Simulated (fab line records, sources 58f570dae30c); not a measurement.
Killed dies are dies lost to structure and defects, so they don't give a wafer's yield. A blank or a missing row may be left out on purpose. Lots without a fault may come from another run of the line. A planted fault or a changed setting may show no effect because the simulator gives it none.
A struck lot beside a sound one | flow berkeley_cmos170 | 24 steps out of a route of 331
Sound: wafers L245.1, L245.4, L245.6. Struck: wafers L254.2, L254.3, L254.6. The cause comes at the end.
At each step with rows: each side's tool, then ch and its chambers, then its first start. Under that, the readings that differ: sound wafers | struck wafers | difference of the means | sigmas: that difference in standard deviations of wafers without a fault.
alike: readings whose means differ by less than 2 such deviations, and words and numbers that are the same on both sides. not compared: withheld readings, readings that some wafer has no value for, bounds like >300 that may hide the same value, and numbers for which the record gives no deviation and whose values overlap.
The two part at a step that has a row with sigmas, a row that says differs or no value, or rows on one side only. Numbers that don't overlap but have no deviation are shown without sigmas and don't part them. A reading that every wafer of one side lacks parts them only if that side has two wafers or more.

first, 4 steps without rows for these wafers: UCB170_PWELL_WET_ETCH_19 (etches Si3N4 in H3PO4, time 14400 s); UCB170_PWELL_WET_ETCH_20 (etches SiO2 in BOE, time 22 s); UCB170_WELLDRIVE_CLEAN_00 (cleans in SPM, time 600 s); UCB170_WELLDRIVE_OXIDATION_01 (target thk 199 nm, ox time 9000 s).
UCB170_WELLDRIVE_THK_MEAS_02:
  sound on film_metro-03, day 5 18:06; struck on film_metro-03, day 7 02:37
  alike: WELLDRIVE_OXIDE_THK
then, 5 steps without rows for these wafers: UCB170_WELLDRIVE_ANNEAL_03 (time 900 s); UCB170_WELLDRIVE_WET_ETCH_04 (etches SiO2 in BOE, time 120 s); UCB170_ACTIVE_CLEAN_00 (cleans in SPM, time 600 s); UCB170_ACTIVE_CLEAN_01 (cleans in dHF, time 60 s); UCB170_ACTIVE_OXIDATION_02 (target thk 26.4 nm, ox time 1260 s).
UCB170_ACTIVE_THK_MEAS_03:
  sound on film_metro-04, day 6 02:52; struck on film_metro-04, day 7 11:22
  reading               | sound          | struck         | difference | sigmas
  ACTIVE_OXIDE_THK (nm) | 27.1 27.4 27.2 | 25.9 26.2 25.8 | -1.3       | -3
then, 1 step without rows for these wafers: UCB170_ACTIVE_ANNEAL_04 (time 900 s).
UCB170_ACTIVE_CVD_05: deposits Si3N4 from SiH2Cl2/NH3, target thk 220 nm, time 3300 s.
  sound on lpcvd-01 ch 1, day 6 07:22; struck on lpcvd-02 ch 1, day 7 16:50
  reading                                  | sound             | struck            | difference | sigmas
  spike_tc_centre_C (C)                    | 804.5 802.6 805.2 | 830.6 829.4 829.8 | +25.8      | +26
  zone_power_centre_pct (%)                | 37 36 37          | 54 53 53          | +17        | +5
  model.Si3N4_of_ACTIVE_CVD_05.thk_nm (nm) | 216.5 214.7 215.4 | 232.7 239.7 272.1 | +32.6      |
  alike: pressure_mtorr, spike_tc_source_C, susceptor_temp_C, zone_power_source_pct
UCB170_ACTIVE_THK_MEAS_06:
  sound on film_metro-04, day 6 10:18; struck on film_metro-03, day 7 18:46
  reading                 | sound             | struck            | difference | sigmas
  ACTIVE_NITRIDE_THK (nm) | 216.6 214.6 215.3 | 232.7 239.7 272.0 | +32.6      | +13
then, 6 steps without rows for these wafers: UCB170_ACTIVE_HMDS_07 (prime time 60 s); UCB170_ACTIVE_COAT_08 (resist thk 900 nm); UCB170_ACTIVE_SOFTBAKE_09 (time 60 s); UCB170_ACTIVE_EXPOSE_10 (exposes mask ACTIVE, target cd 1200 nm); UCB170_ACTIVE_PEB_11; UCB170_ACTIVE_DEVELOP_12 (develop time 45 s).
UCB170_ACTIVE_CD_MEAS_13: target cd 1200 nm.
  sound on cd_sem-02, day 6 11:56; struck on cd_sem-02, day 7 21:04
  alike: cd_nm
UCB170_ACTIVE_OVL_MEAS_14:
  sound on overlay-01, day 6 12:03; struck on overlay-02, day 7 21:10
  alike: ACTIVE_OVL
UCB170_ACTIVE_ETCH_15: etches Si3N4 in CH3F/Ar/O2, stops on SiO2, target depth 242 nm, time 151 s.
  sound on rie_diel-02 ch 0,2,3, day 6 12:05; struck on rie_diel-02 ch 0,2,3, day 7 21:12
  reading                  | sound             | struck            | difference | sigmas
  oes_product_au (a.u.)    | 0.936 0.934 0.923 | 0.973 0.989 1.005 | +0.058     | +7
  model.etch.depth_nm (nm) | 216.5 214.7 215.4 | 232.7 238.5 241.7 | +22.1      |
  alike: drypump_motor_current_A, throttle_valve_pct
  not compared: rf_hours_counter_h
UCB170_ACTIVE_STRIP_16: strips in O2.
  sound on plasma_asher-04 ch 0, day 6 12:11; struck on plasma_asher-04 ch 0,1, day 7 21:18
  alike: drypump_motor_current_A, oes_product_au, strip_time_to_endpoint_s
  not compared: rf_hours_counter_h

WHERE THEY PART
First at UCB170_ACTIVE_THK_MEAS_03; last, within this record, at UCB170_ACTIVE_ETCH_15. Later steps at which nothing parts them and some readings are alike: UCB170_ACTIVE_STRIP_16.

WHY: what the simulator had put in
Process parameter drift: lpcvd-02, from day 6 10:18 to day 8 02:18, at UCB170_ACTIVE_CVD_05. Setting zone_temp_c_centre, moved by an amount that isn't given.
